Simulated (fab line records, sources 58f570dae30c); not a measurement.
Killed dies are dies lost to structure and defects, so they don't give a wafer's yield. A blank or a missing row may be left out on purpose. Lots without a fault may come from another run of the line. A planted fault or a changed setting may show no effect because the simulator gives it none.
fab line records | flow berkeley_cmos170 | part 2 of 2: steps 29 to 38 of 38
record lots=5 wafers=15 last_day=13
route steps=331 shown V1@270 M2@271 V2@292
lots that met no fault: from a run of the same line without faults
start_h: hours from the record's first day to the start of the lot's first wafer shown | wait_h: hours since the lot's step before | " the same as in the row above | L1.1+2: a row that stands for several wafers | - no value, or no start given | * or withheld: withheld | < > ~ a bound
route shown NAME@n: a module of which the file shows steps, and the number in the route of the first | usual: mean/standard deviation of fault-free wafers | same: alike in all rows | chamber/n: place in a boat | sites: the reading at each site | _std_site: their standard deviation | _edge_site: outer sites' mean less inner sites' | radius_mm: how far each site lies from the wafer's centre | mask NAME#n: copy n | behind: the tool/chamber that last shaped the wafer | hold: why the lot was held/for how many hours/how that ended | device: the transistor (n, p or np) that didn't switch | end of line: the same wafers' tests at the end of the route | a step without rows: its recipe alone | killed: dies lost to structure and defects at the first sort, not the wafer's yield | map: a wafer's dies, x killed, . not, _ none there
set.NAME: the setting as run; set.NAME@STEP: as run at that earlier step | model.NAME: the simulator's own value behind a step, which no gauge read
lots at some steps of the route; a table a step, a row a wafer
services: from which hour (start_h, from the record's first day; less than 0 if before it) a tool's chamber was out of use, for how many hours, and why
## steps
# step UCB170_V2_HMDS_06
# recipe prime_time_s=60 prime_temp_c=100
# same prime_time_s=60
# columns lot.wafer tool chamber start_h wait_h
L079.2+4+5 litho_track-03 0 202.98 0.0
L083.2+3+5 litho_track-02 0 229.25 0.1
L093.1+2+3 litho_track-04 0 276.77 0.0
L095.1+3+4 litho_track-04 0 299.51 0.0
L096.1+2+4 litho_track-03 0 301.34 0.0
# step UCB170_V2_COAT_07
# recipe resist=KrF spin_rpm=1500 resist_thk_nm=900
# usual spin_speed_rpm=1500.0/0.87
# columns lot.wafer tool chamber start_h wait_h spin_speed_rpm
L079.2 litho_track-03 0 203.13 0.1 1498.7
L079.4 " 0 " " 1500.4
L079.5 " 0 " " 1499.3
L083.2 litho_track-02 0 229.40 0.1 1499.6
L083.3 " 0 " " 1498.6
L083.5 " 0 " " 1499.2
L093.1 litho_track-04 0 276.92 0.1 1500.5
L093.2 " 0 " " 1500.5
L093.3 " 0 " " 1499.9
L095.1 litho_track-04 0 299.66 0.1 1499.7
L095.3 " 0 " " 1499.9
L095.4 " 0 " " 1500.3
L096.1 litho_track-03 0 301.49 0.1 1499.5
L096.2 " 0 " " 1501.1
L096.4 " 0 " " 1501.7
# step UCB170_V2_SOFTBAKE_08
# recipe resist=KrF temp_c=130 time_s=60
# columns lot.wafer tool chamber start_h wait_h
L079.2+4+5 litho_track-03 0 203.28 0.1
L083.2+3+5 litho_track-02 0 229.55 0.1
L093.1+2+3 litho_track-04 0 277.07 0.1
L095.1+3+4 litho_track-04 0 299.81 0.1
L096.1+2+4 litho_track-03 0 301.64 0.1
# step UCB170_V2_EXPOSE_09
# recipe mask_id=VIA2 target_cd_nm=700 na=0.5 sigma_outer=0.6 source_shape=conventional dose_mj=37.76
# columns lot.wafer tool chamber start_h wait_h mask
L079.2+4+5 krf_scanner-01 0 203.55 0.2 VIA2#0
L083.2+3+5 krf_scanner-01 0 229.82 0.2 VIA2#0
L093.1+2+3 krf_scanner-01 0 277.34 0.2 VIA2#0
L095.1+3+4 krf_scanner-01 0 300.08 0.2 VIA2#0
L096.1+2+4 krf_scanner-02 0 301.95 0.3 VIA2#0
# step UCB170_V2_PEB_10
# recipe peb_temp_c=130 peb_time_s=withheld resist=KrF
# columns lot.wafer tool chamber start_h wait_h
L079.2+4+5 litho_track-03 0 203.68 0.1
L083.2+3+5 litho_track-03 0 230.08 0.2
L093.1+2+3 litho_track-03 0 277.46 0.1
L095.1+3+4 litho_track-02 0 300.20 0.1
L096.1+2+4 litho_track-02 0 302.13 0.2
# step UCB170_V2_DEVELOP_11
# recipe developer=TMAH develop_time_s=45 resist=KrF dev_temp_c=21
# columns lot.wafer tool chamber start_h wait_h
L079.2+4+5 litho_track-03 0 - -
L083.2+3+5 litho_track-03 0 - -
L093.1+2+3 litho_track-03 0 - -
L095.1+3+4 litho_track-02 0 - -
L096.1+2+4 litho_track-02 0 - -
# step UCB170_V2_CD_MEAS_12
# recipe target_cd_nm=700
# usual cd_nm=699.8/1.4
# columns lot.wafer tool chamber start_h wait_h cd_nm
L079.2 cd_sem-01 - 203.95 - 699.4
L079.4 " - " " 698.8
L079.5 " - " " 700.2
L083.2 cd_sem-02 - 230.35 - 699.3
L083.3 " - " " 700.4
L083.5 " - " " 700.1
L093.1 cd_sem-01 - 277.73 - 699.9
L093.2 " - " " 701.3
L093.3 " - " " 700.6
L095.1 cd_sem-02 - 300.48 - 700.3
L095.3 " - " " 701.6
L095.4 " - " " 701.2
L096.1 cd_sem-01 - 302.41 - 700.3
L096.2 " - " " 701.1
L096.4 " - " " 699.6
# step UCB170_V2_OVL_MEAS_13
# usual V2_OVL=0/4.4
# columns lot.wafer tool chamber start_h wait_h V2_OVL[nm]
L079.2 overlay-01 - 204.05 0.1 2
L079.4 " - " " 0
L079.5 " - " " 8
L083.2 overlay-01 - 230.46 0.1 -5
L083.3 " - " " 5
L083.5 " - " " -5
L093.1 overlay-01 - 277.85 0.1 7
L093.2 " - " " 4
L093.3 " - " " 9
L095.1 overlay-01 - 300.60 0.1 0
L095.3 " - " " 2
L095.4 " - " " -1
L096.1 overlay-01 - 302.53 0.1 -3
L096.2 " - " " -10
L096.4 " - " " -4
# step UCB170_V2_ETCH_14
# recipe chemistry=CHF3/CF4/Ar target=SiO2 stop_on=Al CHF3_flow_sccm=45 cf4_flow_sccm=15 Ar_flow_sccm=150 pressure_mtorr=200 rf_w=700 target_depth_a=12500 over_etch_frac=0.25 time_s=291
# usual chamber_pressure_mTorr=200.01/0.19 drypump_motor_current_A=5.6/0.49 oes_product_au=0.875/0.014 throttle_valve_pct=6.99/0.13
# columns lot.wafer tool chamber start_h wait_h chamber_pressure_mTorr drypump_motor_current_A oes_product_au rf_hours_counter_h throttle_valve_pct
L079.2 rie_diel-04 2 204.08 0.0 200.15 5.5 0.857 14 7.07
L079.4 " 1 " " 200.15 5.9 0.899 47 7.19
L079.5 " 0 " " 200.03 5.9 0.878 - 6.88
L083.2 rie_diel-04 2 230.49 0.0 200.19 5.6 0.846 16 7.05
L083.3 " 3 " " 199.83 5.5 0.849 63 6.90
L083.5 " 0 " " 199.73 5.9 0.872 - 6.87
L093.1 rie_diel-01 3 277.89 0.0 199.70 5.8 0.894 25 7.24
L093.2 " 2 " " 200.07 6.1 0.882 70 6.92
L093.3 " 1 " " 200.13 6.5 0.875 15 7.10
L095.1 rie_diel-01 3 300.63 0.0 199.80 5.8 0.890 27 7.23
L095.3 " 2 " " 200.19 6.1 0.886 71 6.91
L095.4 " 0 " " 200.29 5.1 0.884 10 6.91
L096.1 rie_diel-01 2 302.56 0.0 199.89 6.1 0.881 72 6.91
L096.2 " 3 " " 200.08 5.7 0.892 27 7.23
L096.4 " 1 " " 200.29 6.5 0.879 17 7.09
# step UCB170_V2_STRIP_15
# recipe chemistry=O2 power_w=400 pressure_mtorr=3500 platen_temp_c=withheld o2_flow_sccm=400 overash_fraction=0.5
# usual chamber_pressure_mTorr=3500/3.2 drypump_motor_current_A=5.8/0.57 oes_product_au=0.722/0.0046 strip_time_to_endpoint_s=15.32/0.095
# columns lot.wafer tool chamber start_h wait_h chamber_pressure_mTorr drypump_motor_current_A oes_product_au rf_hours_counter_h strip_time_to_endpoint_s
L079.2 plasma_asher-02 0 204.26 0.1 3504 6.0 0.720 45 15.56
L079.4 " 1 " " 3502 4.6 0.725 - 15.47
L079.5 " 0 " " 3499 6.0 0.721 - 15.30
L083.2 plasma_asher-04 1 230.67 0.1 3500 6.5 0.719 54 15.54
L083.3 " 0 " " 3505 6.3 0.722 - 15.32
L083.5 " 0 " " 3496 6.3 0.722 - 15.31
L093.1 plasma_asher-03 1 278.07 0.1 3500 5.8 0.723 17 15.34
L093.2 " 0 " " 3502 6.1 0.722 17 15.34
L093.3 " 1 " " 3503 5.8 0.714 - 15.32
L095.1 plasma_asher-02 1 300.81 0.1 3500 4.6 0.724 55 15.33
L095.3 " 0 " " 3499 6.0 0.729 - 15.24
L095.4 " 1 " " 3502 4.6 0.721 - 15.30
L096.1 plasma_asher-03 1 302.74 0.1 3496 5.9 0.720 19 15.29
L096.2 " 0 " " 3500 6.1 0.723 19 15.35
L096.4 " 1 " " 3502 5.9 0.722 - 15.28
## services
# columns tool chamber start_h hours kind
krf_scanner-01 - 189.41 1.0 pm
rie_diel-04 1 190.88 8.3 repair
krf_scanner-01 - 199.18 1.3 pm
pecvd-02 2 199.67 27.4 repair
pvd_sputter-03 - 203.23 5.4 repair
rie_metal-04 - 204.09 0.8 repair
cmp-01 - 205.24 10.4 pm
cmp-02 - 215.68 11.9 pm
pvd_sputter-04 - 241.95 3.2 repair
cmp-02 - 248.91 5.1 pm
krf_scanner-02 - 249.56 1.4 repair
krf_scanner-02 - 254.73 1.3 pm
rie_diel-01 1 257.98 12.8 repair
rie_metal-04 0 259.44 1.3 repair
plasma_asher-03 - 261.87 0.4 repair
krf_scanner-02 - 264.02 0.3 repair
rie_diel-03 0 266.57 4.9 repair
pecvd-02 - 267.19 2.8 pm
plasma_asher-03 - 280.05 2.8 pm
krf_scanner-01 - 280.56 0.4 repair
krf_scanner-01 - 290.21 5.3 repair
krf_scanner-01 - 291.20 2.3 repair
rie_diel-03 0 295.35 1.9 repair
plasma_asher-03 - 298.60 1.5 repair
